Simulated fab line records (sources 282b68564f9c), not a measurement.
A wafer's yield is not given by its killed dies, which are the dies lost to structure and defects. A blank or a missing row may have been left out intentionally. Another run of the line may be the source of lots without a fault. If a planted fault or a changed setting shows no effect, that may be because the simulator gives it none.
fab line records	flow ritCmos
record lots=5	wafers=15	lastDay=7
route steps=202 shown SILICIDE@162 CONTACT@168 M1@184
lots with no fault: from the same line, run without faults
startH: hours from the record's first day to the start of the lot's first wafer shown	waitH: hours since the lot's step before	" the same as in the row above	L1.1+2: one row covering several wafers at once	- no value present, or no start provided	* or withheld: withheld	< > ~ a bound
route shown NAME@n: names a module that has steps shown in the file, with the first one's number in the route	usual: the fault-free wafers' mean and standard deviation	same: alike in all rows	chamber/n: place in a boat	sites: readings site by site	_std_site: their standard deviation	_edge_site: the outer-site mean with the inner-site mean subtracted	radiusMm: how far each site lies from the wafer's centre	mask NAME#n: copy n	behind: the tool/chamber that last shaped the wafer	hold: what put the lot on hold/how long, in hours/how the hold closed	device: the n, p or np transistor that did not switch	end of line: the same wafers' tests at the end of the route	a step without rows: its recipe alone	killed: dies that structure and defects cost at the first sort, which is not the same as the wafer's yield	map: per-die view of a wafer (x killed, . not killed, _ where there is no die)
set.NAME: the run value of the setting; set.NAME@STEP: its run value at that earlier step	model.NAME: the simulator's own value behind a step, which no gauge read
lots seen at some steps along the route; tables by step, rows by wafer
services: a tool's chamber out of use, with start hour (startH, from the record's first day; less than 0 if before it), hours out, and reason
## steps
# step RIT_SILICIDE_SPUTTER_01
# recipe material=Ti	targetThkNm=30	powerW=350	chamberPressurePa=0.667	gas=Ar	timeS=229.8	substrateTempC=25
# usual throttleValvePct=30.2/0.55
# same timeS=229.8
lot.wafer	tool	chamber	startH	waitH	throttleValvePct
L074.2	pvdSputter-04	-	60.79	0.0	30.5
L074.4	"	-	"	"	29.8
L074.5	"	-	"	"	30.3
L085.1	pvdSputter-02	-	116.05	0.0	30.6
L085.2	"	-	"	"	29.5
L085.6	"	-	"	"	29.9
L086.3	pvdSputter-01	-	118.58	0.0	30.8
L086.4	"	-	"	"	31.1
L086.6	"	-	"	"	31.2
L093.3	pvdSputter-02	-	147.83	0.0	29.5
L093.5	"	-	"	"	29.8
L093.6	"	-	"	"	29.7
L095.1	pvdSputter-02	-	157.29	0.0	30.5
L095.5	"	-	"	"	30.5
L095.6	"	-	"	"	29.6
# step RIT_SILICIDE_RS_MEAS_02
# recipe thkMeasGauge=four-point-probe	reads=Ti_of_SILICIDE_SPUTTER_01
# usual SILICIDE_TI_RS=50.3/0.56
lot.wafer	tool	chamber	startH	waitH	SILICIDE_TI_RS[ohm/sq]
L074.2	filmMetro-01	-	60.96	0.1	49.5
L074.4	"	-	"	"	49.6
L074.5	"	-	"	"	49.5
L085.1	filmMetro-01	-	116.20	0.1	50.3
L085.2	"	-	"	"	50.0
L085.6	"	-	"	"	50.1
L086.3	filmMetro-02	-	118.77	0.1	51.0
L086.4	"	-	"	"	51.5
L086.6	"	-	"	"	50.5
L093.3	filmMetro-01	-	148.02	0.1	49.8
L093.5	"	-	"	"	50.4
L093.6	"	-	"	"	49.7
L095.1	filmMetro-01	-	157.44	0.1	51.0
L095.5	"	-	"	"	50.6
L095.6	"	-	"	"	50.8
# step RIT_SILICIDE_THK_MEAS_03
# recipe thkMeasGauge=xrf	reads=Ti_of_SILICIDE_SPUTTER_01
# usual SILICIDE_TI_THK=29.1/0.31
lot.wafer	tool	chamber	startH	waitH	SILICIDE_TI_THK[nm]
L074.2	filmMetro-01	-	61.07	0.1	29.2
L074.4	"	-	"	"	29.0
L074.5	"	-	"	"	29.1
L085.1	filmMetro-01	-	116.32	0.1	28.9
L085.2	"	-	"	"	29.1
L085.6	"	-	"	"	28.9
L086.3	filmMetro-02	-	118.87	0.1	29.0
L086.4	"	-	"	"	28.9
L086.6	"	-	"	"	29.3
L093.3	filmMetro-01	-	148.12	0.1	29.0
L093.5	"	-	"	"	28.7
L093.6	"	-	"	"	29.2
L095.1	filmMetro-01	-	157.56	0.1	28.5
L095.5	"	-	"	"	28.7
L095.6	"	-	"	"	28.6
# step RIT_SILICIDE_RTA_04
# recipe tempC=650	timeS=10	idleTempC=25	rampUpS=5	rampDownS=5	coolToC=25	ambient=N2
# usual wafer_temp_C_max=652.5/0.87
# same timeS=10
lot.wafer	tool	chamber	startH	waitH	wafer_temp_C_max
L074.2	rtpAnneal-02	0	61.13	0.1	652.2
L074.4	"	0	"	"	651.5
L074.5	"	0	"	"	652.0
L085.1	rtpAnneal-02	0	116.38	0.1	651.4
L085.2	"	0	"	"	652.3
L085.6	"	0	"	"	652.1
L086.3	rtpAnneal-01	0	118.93	0.1	653.1
L086.4	"	0	"	"	652.6
L086.6	"	0	"	"	652.7
L093.3	rtpAnneal-02	0	148.18	0.1	652.3
L093.5	"	0	"	"	651.7
L093.6	"	0	"	"	651.2
L095.1	rtpAnneal-02	0	157.62	0.1	651.6
L095.5	"	0	"	"	651.9
L095.6	"	0	"	"	652.0
# step RIT_SILICIDE_WET_ETCH_05
# recipe chemistry=SPM	target=Ti	tempC=90	timeS=120	dry=n2Spin
# same timeS=120
lot.wafer	tool	chamber	startH	waitH
L074.2+4+5	wetBench-01	3	61.19	0.0
L085.1+2+6	wetBench-01	0	116.45	0.1
L086.3+4+6	wetBench-02	2	118.97	0.0
L093.3+5+6	wetBench-01	0	148.23	0.0
L095.1+5+6	wetBench-04	2	157.69	0.1
# step RIT_SILICIDE_RTA_06
# recipe tempC=750	timeS=10	idleTempC=25	rampUpS=5	rampDownS=10	coolToC=25	ambient=N2
# usual wafer_temp_C_max=752.9/1.1
# same timeS=10
lot.wafer	tool	chamber	startH	waitH	wafer_temp_C_max
L074.2	rtpAnneal-02	0	61.24	0.0	752.3
L074.4	"	0	"	"	752.2
L074.5	"	0	"	"	752.0
L085.1	rtpAnneal-01	0	116.49	0.0	754.3
L085.2	"	0	"	"	754.2
L085.6	"	0	"	"	754.6
L086.3	rtpAnneal-02	0	119.04	0.0	751.7
L086.4	"	0	"	"	751.5
L086.6	"	0	"	"	751.2
L093.3	rtpAnneal-01	0	148.33	0.0	753.2
L093.5	"	0	"	"	755.1
L093.6	"	0	"	"	754.3
L095.1	rtpAnneal-01	0	157.73	0.0	753.7
L095.5	"	0	"	"	754.0
L095.6	"	0	"	"	753.1
# step RIT_CONTACT_CVD_00
# recipe material=SiO2	targetThkNm=400	precursor=TEOS	tempC=390	timeS=61	rfW=400
# usual heaterPowerW=315/51
# same timeS=61
lot.wafer	tool	chamber	startH	waitH	heaterPowerW
L074.2	pecvd-01	0	61.30	0.0	297
L074.4	"	2	"	"	296
L074.5	"	1	"	"	332
L085.1	pecvd-01	2	116.55	0.1	355
L085.2	"	1	"	"	317
L085.6	"	1	"	"	325
L086.3	pecvd-04	0	119.08	0.0	287
L086.4	"	1	"	"	334
L086.6	"	2	"	"	391
L093.3	pecvd-02	1	148.38	0.0	299
L093.5	"	2	"	"	348
L093.6	"	1	"	"	315
L095.1	pecvd-01	0	157.80	0.1	301
L095.5	"	2	"	"	304
L095.6	"	0	"	"	304
# step RIT_CONTACT_THK_MEAS_01
# recipe reads=SiO2_of_CONTACT_CVD_00
# usual CONTACT_TEOS_THK=399/4.7
lot.wafer	tool	chamber	startH	waitH	CONTACT_TEOS_THK[nm]
L074.2	filmMetro-03	-	61.36	0.0	402
L074.4	"	-	"	"	405
L074.5	"	-	"	"	405
L085.1	filmMetro-02	-	116.60	0.0	400
L085.2	"	-	"	"	395
L085.6	"	-	"	"	401
L086.3	filmMetro-01	-	119.15	0.0	397
L086.4	"	-	"	"	401
L086.6	"	-	"	"	399
L093.3	filmMetro-02	-	148.45	0.0	389
L093.5	"	-	"	"	406
L093.6	"	-	"	"	395
L095.1	filmMetro-02	-	157.85	0.0	399
L095.5	"	-	"	"	398
L095.6	"	-	"	"	405
# step RIT_CONTACT_HMDS_02
# recipe primeTimeS=60	primeTempC=140
# usual chillPlateTempC=22.99/0.13	primeTempC=140.01/0.14
lot.wafer	tool	chamber	startH	waitH	chillPlateTempC	primeTempC
L074.2	lithoTrack-03	0	61.43	0.1	23.00	140.12
L074.4	"	0	"	"	23.06	140.09
L074.5	"	0	"	"	23.00	140.19
L085.1	lithoTrack-01	0	116.66	0.1	22.94	139.97
L085.2	"	0	"	"	22.81	140.26
L085.6	"	0	"	"	22.85	140.02
L086.3	lithoTrack-03	0	119.24	0.1	22.89	140.05
L086.4	"	0	"	"	22.86	140.30
L086.6	"	0	"	"	22.91	139.99
L093.3	lithoTrack-02	0	148.54	0.1	23.02	139.77
L093.5	"	0	"	"	22.84	139.69
L093.6	"	0	"	"	22.93	139.95
L095.1	lithoTrack-01	0	157.91	0.1	23.06	140.11
L095.5	"	0	"	"	22.96	139.96
L095.6	"	0	"	"	23.11	140.17
# step RIT_CONTACT_COAT_03
# recipe resist=NOVOLAK	spinRpm=3250	resistThkNm=1000
# usual chillPlateTempC=22.99/0.1
lot.wafer	tool	chamber	startH	waitH	chillPlateTempC
L074.2	lithoTrack-03	0	61.58	0.1	23.11
L074.4	"	0	"	"	23.11
L074.5	"	0	"	"	23.12
L085.1	lithoTrack-01	0	116.81	0.1	23.06
L085.2	"	0	"	"	22.95
L085.6	"	0	"	"	23.04
L086.3	lithoTrack-03	0	119.39	0.1	22.93
L086.4	"	0	"	"	22.88
L086.6	"	0	"	"	23.12
L093.3	lithoTrack-02	0	148.69	0.1	23.01
L093.5	"	0	"	"	23.09
L093.6	"	0	"	"	22.99
L095.1	lithoTrack-01	0	158.06	0.1	23.02
L095.5	"	0	"	"	23.01
L095.6	"	0	"	"	23.01
# step RIT_CONTACT_SOFTBAKE_04
# recipe resist=NOVOLAK	tempC=90	timeS=58.15
# usual chillPlateTempC=22.98/0.1
# same timeS=58.15
lot.wafer	tool	chamber	startH	waitH	chillPlateTempC
L074.2	lithoTrack-03	0	61.73	0.1	23.04
L074.4	"	0	"	"	22.92
L074.5	"	0	"	"	23.03
L085.1	lithoTrack-01	0	116.96	0.1	23.10
L085.2	"	0	"	"	22.95
L085.6	"	0	"	"	23.08
L086.3	lithoTrack-03	0	119.54	0.1	22.95
L086.4	"	0	"	"	22.95
L086.6	"	0	"	"	23.15
L093.3	lithoTrack-02	0	148.84	0.1	22.95
L093.5	"	0	"	"	22.79
L093.6	"	0	"	"	22.91
L095.1	lithoTrack-01	0	158.21	0.1	23.01
L095.5	"	0	"	"	22.93
L095.6	"	0	"	"	23.08
# step RIT_CONTACT_EXPOSE_05
# recipe maskId=M11	na=0.6	sourceShape=conventional	sigmaOuter=0.5	targetCdNm=1000	doseMj=250
# usual reticleTempC=23.01/0.11
# same na=0.6
lot.wafer	tool	chamber	startH	waitH	mask	reticleTempC
L074.2	ilineStepper-02	0	61.88	0.1	M11#0	22.92
L074.4	"	0	"	"	M11#0	23.14
L074.5	"	0	"	"	M11#0	23.01
L085.1	ilineStepper-02	0	117.24	0.3	M11#0	23.10
L085.2	"	0	"	"	M11#0	23.12
L085.6	"	0	"	"	M11#0	22.97
L086.3	ilineStepper-01	0	119.81	0.2	M11#0	22.93
L086.4	"	0	"	"	M11#0	23.14
L086.6	"	0	"	"	M11#0	22.94
L093.3	ilineStepper-02	0	148.98	0.1	M11#0	23.04
L093.5	"	0	"	"	M11#0	22.96
L093.6	"	0	"	"	M11#0	23.02
L095.1	ilineStepper-01	0	158.36	0.1	M11#0	22.89
L095.5	"	0	"	"	M11#0	22.92
L095.6	"	0	"	"	M11#0	22.83
# step RIT_CONTACT_PEB_06
# recipe resist=NOVOLAK	tempC=withheld	timeS=withheld
# usual chillPlateTempC=*
lot.wafer	tool	chamber	startH	waitH	chillPlateTempC
L074.2	lithoTrack-01	0	62.00	0.1	*
L074.4	"	0	"	"	*
L074.5	"	0	"	"	*
L085.1	lithoTrack-02	0	117.36	0.1	*
L085.2	"	0	"	"	*
L085.6	"	0	"	"	*
L086.3	lithoTrack-01	0	119.93	0.1	*
L086.4	"	0	"	"	*
L086.6	"	0	"	"	*
L093.3	lithoTrack-03	0	149.11	0.1	*
L093.5	"	0	"	"	*
L093.6	"	0	"	"	*
L095.1	lithoTrack-02	0	158.47	0.1	*
L095.5	"	0	"	"	*
L095.6	"	0	"	"	*
# step RIT_CONTACT_DEVELOP_07
# recipe resist=NOVOLAK	developTimeS=120	devTempC=23
# usual chillPlateTempC=23.00/0.1
lot.wafer	tool	chamber	startH	waitH	chillPlateTempC
L074.2	lithoTrack-01	0	-	-	22.82
L074.4	"	0	"	"	22.86
L074.5	"	0	"	"	23.02
L085.1	lithoTrack-02	0	-	-	23.11
L085.2	"	0	"	"	23.05
L085.6	"	0	"	"	23.05
L086.3	lithoTrack-01	0	-	-	23.06
L086.4	"	0	"	"	23.05
L086.6	"	0	"	"	22.90
L093.3	lithoTrack-03	0	-	-	23.09
L093.5	"	0	"	"	23.06
L093.6	"	0	"	"	23.10
L095.1	lithoTrack-02	0	-	-	22.83
L095.5	"	0	"	"	22.89
L095.6	"	0	"	"	22.97
# step RIT_CONTACT_CD_MEAS_08
# recipe targetCdNm=1000
# usual cdNm=1001.1/2.4
lot.wafer	tool	chamber	startH	waitH	cdNm
L074.2	cdSem-01	-	62.40	-	999.4
L074.4	"	-	"	"	1000.3
L074.5	"	-	"	"	1000.9
L085.1	cdSem-02	-	117.76	-	999.0
L085.2	"	-	"	"	997.7
L085.6	"	-	"	"	996.7
L086.3	cdSem-02	-	120.32	-	1002.8
L086.4	"	-	"	"	1001.4
L086.6	"	-	"	"	1001.1
L093.3	cdSem-01	-	149.50	-	1004.3
L093.5	"	-	"	"	1001.1
L093.6	"	-	"	"	1004.3
L095.1	cdSem-02	-	158.87	-	996.9
L095.5	"	-	"	"	998.9
L095.6	"	-	"	"	996.1
# step RIT_CONTACT_OVL_MEAS_09
# usual CONTACT_OVL=-0.6/1.5
lot.wafer	tool	chamber	startH	waitH	CONTACT_OVL[nm]
L074.2	overlay-02	-	62.50	0.1	-0.2
L074.4	"	-	"	"	-1.2
L074.5	"	-	"	"	-0.1
L085.1	overlay-01	-	117.88	0.1	-0.4
L085.2	"	-	"	"	-1.4
L085.6	"	-	"	"	-0.7
L086.3	overlay-01	-	120.42	0.1	-3.1
L086.4	"	-	"	"	-3.9
L086.6	"	-	"	"	-2.7
L093.3	overlay-02	-	149.59	0.1	2.0
L093.5	"	-	"	"	-0.5
L093.6	"	-	"	"	2.1
L095.1	overlay-02	-	158.99	0.1	1.5
L095.5	"	-	"	"	-0.3
L095.6	"	-	"	"	0.4
# step RIT_CONTACT_HARDBAKE_10
# recipe resist=NOVOLAK	tempC=140	timeS=60
# usual chillPlateTempC=23.01/0.11
# same timeS=60
lot.wafer	tool	chamber	startH	waitH	chillPlateTempC
L074.2	lithoTrack-03	0	62.56	0.0	22.93
L074.4	"	0	"	"	23.02
L074.5	"	0	"	"	22.87
L085.1	lithoTrack-02	0	117.91	0.0	22.84
L085.2	"	0	"	"	22.97
L085.6	"	0	"	"	22.96
L086.3	lithoTrack-02	0	120.49	0.1	23.08
L086.4	"	0	"	"	23.13
L086.6	"	0	"	"	23.12
L093.3	lithoTrack-01	0	149.72	0.1	23.01
L093.5	"	0	"	"	22.87
L093.6	"	0	"	"	23.06
L095.1	lithoTrack-02	0	159.03	0.0	23.08
L095.5	"	0	"	"	23.14
L095.6	"	0	"	"	23.11
# step RIT_CONTACT_ETCH_11
# recipe targetDepthA=4800	overEtchFrac=0.2	stopOn=TiSi2	chemistry=CHF3/CF4/Ar	target=SiO2	CHF3_flow_sccm=50	cf4FlowSccm=10	Ar_flow_sccm=100	O2_flow_sccm=5	pressureMtorr=100	rfW=200	timeS=320
# usual drypumpMotorCurrentA=5.45/0.27	oesProductAu=0.996/0.011	throttleValvePct=8.86/0.13
# same timeS=320
lot.wafer	tool	chamber	startH	waitH	drypumpMotorCurrentA	oesProductAu	rfHoursCounterH	throttleValvePct
L074.2	rieDiel-02	3	62.68	0.1	5.35	0.987	140	8.70
L074.4	"	0	"	"	5.58	0.999	132	8.69
L074.5	"	3	"	"	5.34	0.996	-	8.70
L085.1	rieDiel-04	1	118.06	0.1	5.67	0.998	120	9.00
L085.2	"	0	"	"	5.68	0.992	9	8.79
L085.6	"	0	"	"	5.70	0.985	-	8.81
L086.3	rieDiel-03	1	120.59	0.1	5.69	1.014	0	8.97
L086.4	"	1	"	"	5.72	1.012	-	8.96
L086.6	"	2	"	"	5.56	0.995	-	9.14
L093.3	rieDiel-04	1	149.82	0.1	5.73	0.993	121	9.00
L093.5	"	1	"	"	5.71	0.996	-	8.99
L093.6	"	3	"	"	5.31	0.990	-	8.84
L095.1	rieDiel-02	3	159.18	0.1	5.32	0.988	143	8.71
L095.5	"	0	"	"	5.56	1.010	-	8.67
L095.6	"	3	"	"	5.33	0.998	-	8.71
# step RIT_CONTACT_STRIP_12
# recipe chemistry=O2	timeS=180	resist=NOVOLAK	platenTempC=withheld	powerW=500	pressureMtorr=4000	o2FlowSccm=4000
# usual drypumpMotorCurrentA=5.7/0.33	rfReflPowerW=6.9/0.79
# same timeS=180
lot.wafer	tool	chamber	startH	waitH	drypumpMotorCurrentA	rfHoursCounterH	rfReflPowerW
L074.2	plasmaAsher-02	0	62.88	0.1	5.3	40	7.0
L074.4	"	0	"	"	5.3	-	6.9
L074.5	"	0	"	"	5.3	-	6.8
L085.1	plasmaAsher-03	1	118.26	0.1	5.9	47	7.6
L085.2	"	0	"	"	5.5	47	6.0
L085.6	"	1	"	"	6.0	-	7.7
L086.3	plasmaAsher-04	1	120.84	0.2	5.2	-	5.9
L086.4	"	0	"	"	5.8	-	7.9
L086.6	"	1	"	"	5.2	-	5.8
L093.3	plasmaAsher-03	0	150.07	0.2	5.5	-	6.1
L093.5	"	0	"	"	5.5	-	6.1
L093.6	"	1	"	"	6.0	-	7.7
L095.1	plasmaAsher-04	1	159.37	0.1	5.2	40	6.0
L095.5	"	0	"	"	5.7	-	7.6
L095.6	"	1	"	"	5.2	-	5.9
# step RIT_CONTACT_CD_MEAS_90
# recipe targetCdNm=1000
# usual cdNm=1001.0/2.4
lot.wafer	tool	chamber	startH	waitH	cdNm
L074.2	cdSem-02	-	63.07	0.1	999.2
L074.4	"	-	"	"	1000.1
L074.5	"	-	"	"	1000.7
L085.1	cdSem-02	-	118.43	0.1	998.5
L085.2	"	-	"	"	997.6
L085.6	"	-	"	"	996.8
L086.3	cdSem-01	-	121.00	0.1	1002.5
L086.4	"	-	"	"	1001.4
L086.6	"	-	"	"	1000.7
L093.3	cdSem-01	-	150.23	0.1	1004.3
L093.5	"	-	"	"	1000.8
L093.6	"	-	"	"	1003.9
L095.1	cdSem-02	-	159.55	0.1	997.1
L095.5	"	-	"	"	998.8
L095.6	"	-	"	"	995.8
# step RIT_CONTACT_CLEAN_13
# recipe chemistry=SC1	mix=3:3:50	timeS=600	tempC=75
# same timeS=600
lot.wafer	tool	chamber	startH	waitH
L074.2+4+5	wetBench-02	3	63.17	0.1
L085.1+2+6	wetBench-01	2	118.55	0.1
L086.3+4+6	wetBench-02	0	121.08	0.1
L093.3+5+6	wetBench-01	3	150.31	0.1
L095.1+5+6	wetBench-02	1	159.67	0.1
# step RIT_CONTACT_CLEAN_14
# recipe chemistry=SC2	mix=3:3:50	timeS=600	tempC=75	dry=n2Spin
# same timeS=600
lot.wafer	tool	chamber	startH	waitH
L074.2+4+5	wetBench-01	1	63.35	0.0
L085.1+2+6	wetBench-03	0	118.73	0.0
L086.3+4+6	wetBench-01	0	121.25	0.0
L093.3+5+6	wetBench-03	1	150.48	0.0
L095.1+5+6	wetBench-01	2	159.84	0.0
# step RIT_M1_SPUTTER_00
# recipe material=Al	targetThkNm=400	powerW=2037	chamberPressurePa=0.4	gas=Ar	timeS=500	substrateTempC=25
# usual throttleValvePct=30.3/0.67
# same timeS=500
lot.wafer	tool	chamber	startH	waitH	throttleValvePct
L074.2	pvdSputter-01	-	63.54	0.0	29.7
L074.4	"	-	"	"	30.8
L074.5	"	-	"	"	29.9
L085.1	pvdSputter-04	-	118.90	0.0	30.0
L085.2	"	-	"	"	30.3
L085.6	"	-	"	"	30.0
L086.3	pvdSputter-03	-	121.43	0.0	30.6
L086.4	"	-	"	"	29.4
L086.6	"	-	"	"	30.6
L093.3	pvdSputter-01	-	150.66	0.0	30.7
L093.5	"	-	"	"	31.1
L093.6	"	-	"	"	29.8
L095.1	pvdSputter-01	-	160.02	0.0	31.5
L095.5	"	-	"	"	31.5
L095.6	"	-	"	"	31.1
# step RIT_M1_RS_MEAS_01
# recipe thkMeasGauge=four-point-probe	reads=Al_of_M1_SPUTTER_00
# usual M1_AL_RS=0.0718/0.00056
lot.wafer	tool	chamber	startH	waitH	M1_AL_RS[ohm/sq]
L074.2	filmMetro-04	-	63.85	0.2	0.0714
L074.4	"	-	"	"	0.0715
L074.5	"	-	"	"	0.0711
L085.1	filmMetro-04	-	119.20	0.1	0.0716
L085.2	"	-	"	"	0.0716
L085.6	"	-	"	"	0.0716
L086.3	filmMetro-04	-	121.76	0.2	0.0722
L086.4	"	-	"	"	0.0722
L086.6	"	-	"	"	0.0722
L093.3	filmMetro-03	-	150.99	0.2	0.0731
L093.5	"	-	"	"	0.0720
L093.6	"	-	"	"	0.0722
L095.1	filmMetro-04	-	160.31	0.1	0.0723
L095.5	"	-	"	"	0.0728
L095.6	"	-	"	"	0.0719
# step RIT_M1_THK_MEAS_02
# recipe thkMeasGauge=xrf	reads=Al_of_M1_SPUTTER_00
# usual M1_AL_THK=409/3.7
lot.wafer	tool	chamber	startH	waitH	M1_AL_THK[nm]
L074.2	filmMetro-04	-	63.96	0.1	414
L074.4	"	-	"	"	412
L074.5	"	-	"	"	414
L085.1	filmMetro-04	-	119.32	0.1	409
L085.2	"	-	"	"	412
L085.6	"	-	"	"	414
L086.3	filmMetro-04	-	121.86	0.1	409
L086.4	"	-	"	"	409
L086.6	"	-	"	"	408
L093.3	filmMetro-03	-	151.09	0.1	401
L093.5	"	-	"	"	407
L093.6	"	-	"	"	407
L095.1	filmMetro-04	-	160.43	0.1	405
L095.5	"	-	"	"	401
L095.6	"	-	"	"	409
# step RIT_M1_HMDS_03
# recipe primeTimeS=60	primeTempC=140
# usual chillPlateTempC=23.01/0.1	primeTempC=140.01/0.14
lot.wafer	tool	chamber	startH	waitH	chillPlateTempC	primeTempC
L074.2	lithoTrack-03	0	64.04	0.1	22.84	139.95
L074.4	"	0	"	"	22.95	140.16
L074.5	"	0	"	"	23.13	139.82
L085.1	lithoTrack-02	0	119.38	0.1	22.98	140.15
L085.2	"	0	"	"	23.21	140.14
L085.6	"	0	"	"	23.02	140.14
L086.3	lithoTrack-04	0	121.95	0.1	23.06	139.89
L086.4	"	0	"	"	22.92	139.88
L086.6	"	0	"	"	23.11	140.01
L093.3	lithoTrack-02	0	151.18	0.1	23.10	140.12
L093.5	"	0	"	"	23.01	140.11
L093.6	"	0	"	"	23.00	140.09
L095.1	lithoTrack-04	0	160.49	0.1	23.13	139.71
L095.5	"	0	"	"	23.06	139.94
L095.6	"	0	"	"	23.10	139.85
# step RIT_M1_COAT_04
# recipe resist=NOVOLAK	spinRpm=2000	resistThkNm=1300
# usual chillPlateTempC=23.01/0.12
lot.wafer	tool	chamber	startH	waitH	chillPlateTempC
L074.2	lithoTrack-03	0	64.19	0.1	22.90
L074.4	"	0	"	"	23.08
L074.5	"	0	"	"	23.06
L085.1	lithoTrack-02	0	119.53	0.1	23.01
L085.2	"	0	"	"	23.08
L085.6	"	0	"	"	23.03
L086.3	lithoTrack-04	0	122.10	0.1	22.93
L086.4	"	0	"	"	23.14
L086.6	"	0	"	"	22.90
L093.3	lithoTrack-02	0	151.33	0.1	23.02
L093.5	"	0	"	"	23.08
L093.6	"	0	"	"	23.01
L095.1	lithoTrack-04	0	160.64	0.1	22.85
L095.5	"	0	"	"	22.77
L095.6	"	0	"	"	22.69
# step RIT_M1_SOFTBAKE_05
# recipe resist=NOVOLAK	tempC=90	timeS=60
# usual chillPlateTempC=23.03/0.1
# same timeS=60
lot.wafer	tool	chamber	startH	waitH	chillPlateTempC
L074.2	lithoTrack-03	0	64.34	0.1	23.11
L074.4	"	0	"	"	23.02
L074.5	"	0	"	"	22.99
L085.1	lithoTrack-02	0	119.68	0.1	23.08
L085.2	"	0	"	"	23.32
L085.6	"	0	"	"	23.08
L086.3	lithoTrack-04	0	122.25	0.1	22.92
L086.4	"	0	"	"	23.12
L086.6	"	0	"	"	23.06
L093.3	lithoTrack-02	0	151.48	0.1	23.06
L093.5	"	0	"	"	22.93
L093.6	"	0	"	"	22.89
L095.1	lithoTrack-04	0	160.79	0.1	23.04
L095.5	"	0	"	"	23.17
L095.6	"	0	"	"	23.13
# step RIT_M1_EXPOSE_06
# recipe maskId=M12	na=0.6	sourceShape=conventional	sigmaOuter=0.5	targetCdNm=2600	doseMj=250
# usual reticleTempC=23.00/0.11
# same na=0.6
lot.wafer	tool	chamber	startH	waitH	mask	reticleTempC
L074.2	ilineStepper-01	0	64.61	0.2	M12#0	23.02
L074.4	"	0	"	"	M12#0	22.88
L074.5	"	0	"	"	M12#0	22.95
L085.1	ilineStepper-02	0	119.87	0.2	M12#0	23.01
L085.2	"	0	"	"	M12#0	23.07
L085.6	"	0	"	"	M12#0	23.06
L086.3	ilineStepper-01	0	122.52	0.2	M12#0	22.98
L086.4	"	0	"	"	M12#0	22.84
L086.6	"	0	"	"	M12#0	22.89
L093.3	ilineStepper-01	0	151.62	0.1	M12#0	22.96
L093.5	"	0	"	"	M12#0	22.95
L093.6	"	0	"	"	M12#0	22.86
L095.1	ilineStepper-02	0	161.07	0.2	M12#0	22.84
L095.5	"	0	"	"	M12#0	22.90
L095.6	"	0	"	"	M12#0	22.94
## services
tool	chamber	startH	hours	kind
rtpAnneal-02	-	44.45	3.1	pm
plasmaAsher-03	-	45.49	2.8	repair
ilineStepper-01	-	49.53	1.7	pm
pvdSputter-01	-	50.74	1.9	repair
rieDiel-03	1	59.21	9.7	repair
rtpAnneal-01	-	62.40	5.4	pm
ilineStepper-01	-	71.82	3.2	repair
pecvd-04	-	75.81	0.4	repair
pecvd-04	2	77.05	6.7	repair
plasmaAsher-03	-	78.11	4.9	repair
pvdSputter-04	-	83.32	7.8	repair
ilineStepper-01	-	94.47	6.9	repair
pvdSputter-01	-	95.82	1.7	repair
rieDiel-04	2	96.80	4.1	repair
plasmaAsher-02	-	108.75	9.0	pm
rieDiel-03	0	108.92	5.8	repair
rieDiel-02	2	110.75	1.8	repair
rieDiel-04	3	126.70	1.5	repair
ilineStepper-01	0	138.15	-	calibration
rieDiel-03	-	142.15	0.6	repair
pecvd-01	-	151.35	2.8	pm
ilineStepper-02	0	153.27	-	calibration
pecvd-02	-	155.11	0.7	repair
pecvd-01	-	158.58	2.7	repair
## key
fault none
